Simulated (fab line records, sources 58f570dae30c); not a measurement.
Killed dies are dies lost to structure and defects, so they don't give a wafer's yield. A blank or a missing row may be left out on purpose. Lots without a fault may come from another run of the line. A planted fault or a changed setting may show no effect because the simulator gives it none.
One fault seen from 2 desks | flow berkeley_cmos170 | each desk has only its own numbers; what lay behind them comes last

THE METROLOGY DESK
What the gauges read, lot by lot, whatever tool the lot ran on: means of the sampled wafers that have a number. A lot is out of limits, marked OUT, if its mean lies more than 4 standard deviations from the usual mean; the brackets give that distance.
Columns: A = INCOMING_BOW at UCB170_START_BOW_MEAS_00, usual 0 um; B = NWELL_NITRIDE_THK at UCB170_NWELL_THK_MEAS_05, usual 223.6 nm; C = NWELL_TW at UCB170_NWELL_TW_MEAS_16, usual 1252
lot  | first seen here | A  | B     | C
L840 | day 1 15:01     | 7  | 224.7 | 1271
L841 | day 1 20:01     | -4 | 220.7 | 1273
L842 | day 2 01:00     | -4 | 221.7 | 1259
L843 | day 2 06:01     | -2 | 219.6 | 1243
L844 | day 2 11:01     | -3 | 223.6 | 1243
L846 | day 2 21:00     | 0  | 221.4 | 1240
L848 | day 3 07:01     | -2 | 224.7 | 1250
L853 | day 4 08:01     | -1 | 227.5 | 1263
L856 | day 4 23:02     | -0 | 222.6 | 1240
L857 | day 5 04:01     | -1 | 225.5 | 1240
L858 | day 5 09:01     | 8  | 222.6 | 1237
L859 | day 5 14:00     | 3  | 223.0 | 1241
L862 | day 6 05:00     | 1  | 223.8 | 1242
This desk's finding: nothing out of limits on any of the 13 lots.

THE TOOL OWNER'S DESK: rie_diel-04
The tool's own readings at UCB170_V1_ETCH_14 (etches SiO2 in CHF3/CF4/Ar, stops on Al, target depth 1250 nm, time 291 s): means of the sampled wafers that have a number, for each lot that ran on this tool. A lot is out of limits, marked OUT, if its mean lies more than 4 standard deviations from the usual mean; the brackets give that distance.
Columns: A = drypump_motor_current_A at UCB170_V1_ETCH_14, usual 5.8 A; B = oes_product_au at UCB170_V1_ETCH_14, usual 0.870 a.u.; C = run_length_s at UCB170_V1_ETCH_14, usual 319.4 s; D = throttle_valve_pct at UCB170_V1_ETCH_14, usual 6.93 %
lot  | first seen here | A   | B                | C               | D
L840 | day 8 05:42     | 5.8 | 0.867            | 319.5           | 6.98
L844 | day 9 05:14     | 5.8 | 0.872            | 319.8           | 6.99
L846 | day 9 13:13     | 5.5 | 0.873            | 320.1           | 6.90
L848 | day 9 14:20     | 6.3 | 0.949 (+6.1) OUT | 299.4 (-36) OUT | 7.00
This desk's finding: out of limits on L848; first on L848, day 9 14:20 (oes_product_au at UCB170_V1_ETCH_14). In limits: L840, L844, L846.

PUT TOGETHER
The tool owner's desk could have raised an alarm at day 9 14:20, on L848.
The metrology desk saw nothing out of limits.
The metrology desk has L848 on record, within its limits.
Of the lots named, all ran UCB170_V1_ETCH_14 on rie_diel-04.

WHAT THE SIMULATOR HAD PUT IN
Process parameter drift: rie_diel-04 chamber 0, from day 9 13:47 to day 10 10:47, at UCB170_V1_ETCH_14. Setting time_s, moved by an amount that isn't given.
Lots struck among those shown: L848.
Hours from the fault's start to each desk's first reading out of limits: the tool owner's desk, 1.
